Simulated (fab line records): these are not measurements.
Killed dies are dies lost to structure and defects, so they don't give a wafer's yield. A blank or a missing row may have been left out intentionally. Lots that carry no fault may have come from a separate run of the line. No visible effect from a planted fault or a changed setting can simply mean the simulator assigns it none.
Which of the tools did it? / flow rit cmos / Sampling: 14 lots, 42 wafers, 2 of 202 route steps

WHAT THE GAUGES READ, wafer by wafer
RIT_WELLDRIVE_RS_MEAS_01: uses a four-point probe to measure.
lot=L788; measured=day 2 06:20; on=film metro-02; NWELL_RS (ohm/sq)=274.9 274.6 274.3
lot=L789; measured=day 2 12:17; on=film metro-04; NWELL_RS (ohm/sq)=275.3 274.5 274.1
lot=L790; measured=day 2 19:29; on=film metro-03; NWELL_RS (ohm/sq)=276.5 276.5 276.3
lot=L791; measured=day 3 03:35; on=film metro-02; NWELL_RS (ohm/sq)=276.0 275.2 275.8
lot=L793; measured=day 3 08:41; on=film metro-03; NWELL_RS (ohm/sq)=275.4 275.4 275.1
lot=L795; measured=day 3 16:36; on=film metro-03; NWELL_RS (ohm/sq)=276.0 275.8 275.8
lot=L799; measured=day 4 11:10; on=film metro-02; NWELL_RS (ohm/sq)=322.4 321.8 321.7 322.1 321.3 322.3
lot=L800; measured=day 4 17:06; on=film metro-04; NWELL_RS (ohm/sq)=321.5 322.1 321.7 321.4 321.2 321.9
lot=L802; measured=day 5 02:04; on=film metro-03; NWELL_RS (ohm/sq)=273.9 274.4 274.3
lot=L803; measured=day 5 08:00; on=film metro-04; NWELL_RS (ohm/sq)=275.5 275.1 275.4
lot=L805; measured=day 5 17:42; on=film metro-02; NWELL_RS (ohm/sq)=276.5 276.4 275.3
lot=L807; measured=day 6 02:55; on=film metro-02; NWELL_RS (ohm/sq)=275.4 275.7 275.5
lot=L808; measured=day 6 08:34; on=film metro-04; NWELL_RS (ohm/sq)=275.7 275.8 275.8
lot=L810; measured=day 6 18:49; on=film metro-04; NWELL_RS (ohm/sq)=275.3 274.6 275.6

EACH LOT AND THE TOOL THAT RAN IT (in order: tool; ch and the chambers of the sampled wafers; start)
lot=L788; RIT_WELLDRIVE_ANNEAL_00=furnace-03 ch 0, day 2 01:14
lot=L789; RIT_WELLDRIVE_ANNEAL_00=furnace-02 ch 0, day 2 07:10
lot=L790; RIT_WELLDRIVE_ANNEAL_00=furnace-04 ch 0, day 2 14:24
lot=L791; RIT_WELLDRIVE_ANNEAL_00=furnace-02 ch 0, day 2 22:29
lot=L793; RIT_WELLDRIVE_ANNEAL_00=furnace-02 ch 0, day 3 03:34
lot=L795; RIT_WELLDRIVE_ANNEAL_00=furnace-04 ch 0, day 3 11:31
lot=L799; RIT_WELLDRIVE_ANNEAL_00=furnace-02 ch 0, day 4 06:02
lot=L800; RIT_WELLDRIVE_ANNEAL_00=furnace-02 ch 0, day 4 12:00
lot=L802; RIT_WELLDRIVE_ANNEAL_00=furnace-04 ch 0, day 4 20:59
lot=L803; RIT_WELLDRIVE_ANNEAL_00=furnace-03 ch 0, day 5 02:55
lot=L805; RIT_WELLDRIVE_ANNEAL_00=furnace-03 ch 0, day 5 12:33
lot=L807; RIT_WELLDRIVE_ANNEAL_00=furnace-04 ch 0, day 5 21:47
lot=L808; RIT_WELLDRIVE_ANNEAL_00=furnace-04 ch 0, day 6 03:29
lot=L810; RIT_WELLDRIVE_ANNEAL_00=furnace-04 ch 0, day 6 13:43
- RIT_WELLDRIVE_ANNEAL_00: time 14700 s.

WHAT THE TOOLS THEMSELVES READ (means of the sampled wafers that have a number; where no wafer has one, the mark that the record gives instead)
RIT_WELLDRIVE_ANNEAL_00.
lot=L788; tool=furnace-03; spike tc centre C (C)=1101.1; spike tc load C (C)=1124; spike tc source C (C)=1127.2
lot=L789; tool=furnace-02; spike tc centre C (C)=1102.3; spike tc load C (C)=1132; spike tc source C (C)=1125.9
lot=L790; tool=furnace-04; spike tc centre C (C)=1102.2; spike tc load C (C)=1125; spike tc source C (C)=1129.6
lot=L791; tool=furnace-02; spike tc centre C (C)=1101.7; spike tc load C (C)=1132; spike tc source C (C)=1127.0
lot=L793; tool=furnace-02; spike tc centre C (C)=1100.9; spike tc load C (C)=1132; spike tc source C (C)=1127.0
lot=L795; tool=furnace-04; spike tc centre C (C)=1102.1; spike tc load C (C)=1124; spike tc source C (C)=1130.1
lot=L799; tool=furnace-02; spike tc centre C (C)=1061.6; spike tc load C (C)=1092; spike tc source C (C)=1085.5
lot=L800; tool=furnace-02; spike tc centre C (C)=1061.4; spike tc load C (C)=1091; spike tc source C (C)=1085.9
lot=L802; tool=furnace-04; spike tc centre C (C)=1102.5; spike tc load C (C)=1125; spike tc source C (C)=1130.9
lot=L803; tool=furnace-03; spike tc centre C (C)=1100.5; spike tc load C (C)=1126; spike tc source C (C)=1126.3
lot=L805; tool=furnace-03; spike tc centre C (C)=1099.8; spike tc load C (C)=1125; spike tc source C (C)=1126.1
lot=L807; tool=furnace-04; spike tc centre C (C)=1103.2; spike tc load C (C)=1124; spike tc source C (C)=1131.4
lot=L808; tool=furnace-04; spike tc centre C (C)=1102.8; spike tc load C (C)=1124; spike tc source C (C)=1129.9
lot=L810; tool=furnace-04; spike tc centre C (C)=1103.0; spike tc load C (C)=1125; spike tc source C (C)=1128.9

THE ANSWER, worked out from the rows above alone
Rule: the lots themselves supply what counts as usual. The widest of any qualifying gaps counts: lots, ordered by their means at a reading, are off when they make up no more than a third of the lots, leave a main group of 4 or more, and stand apart from it by 3 or more times the standard deviation of that group's means. Not used: any main group whose means are identical at the precision the tables above print for the reading. Also off: a lot with no number at a reading for which 4 or more lots have one. The other lots that the step has rows for count as sound. Order of review: gauges by route order, followed by the tools' own readings, for which a lot's mean as printed above is used. The first step at which some lot is off is used, and at that step the reading that is off furthest; a lot without a number counts as furthest.
Off: L799, L800, seen at RIT_WELLDRIVE_RS_MEAS_01 (NWELL_RS). The main group: mean 275.4 ohm/sq, standard deviation 0.62.
If a tool, at a process step before that reading, ran all the lots that are off and no sound lot after the first of them, it fits. The gauges at RIT_WELLDRIVE_RS_MEAS_01 aren't tried: what is off there is off at RIT_WELLDRIVE_ANNEAL_00 too, on other tools, and a gauge's error can't cause that. One fits: furnace-02 at RIT_WELLDRIVE_ANNEAL_00. Its last sound lot is L793 (day 3 03:34), its first lot that is off L799 (day 4 06:02): a fault that began between those two fits.
The tool's own readings at RIT_WELLDRIVE_ANNEAL_00 bear it out: on the lots that are off they differ by more than 5 times the standard deviation of the sound lots' means. spike tc centre C reads 1061.5 C there against 1101.8 C on the sound lots; spike tc load C reads 1092 C there against 1126 C on the sound lots; spike tc source C reads 1085.7 C there against 1128.4 C on the sound lots.

WHAT WAS PUT IN BY THE SIMULATOR
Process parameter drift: furnace-02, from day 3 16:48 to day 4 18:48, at RIT_WELLDRIVE_ANNEAL_00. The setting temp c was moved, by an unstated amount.
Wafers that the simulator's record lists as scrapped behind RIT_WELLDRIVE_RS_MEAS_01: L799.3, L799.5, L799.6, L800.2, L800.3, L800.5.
Struck lots among those shown: L799, L800. Same finding as the rule above.
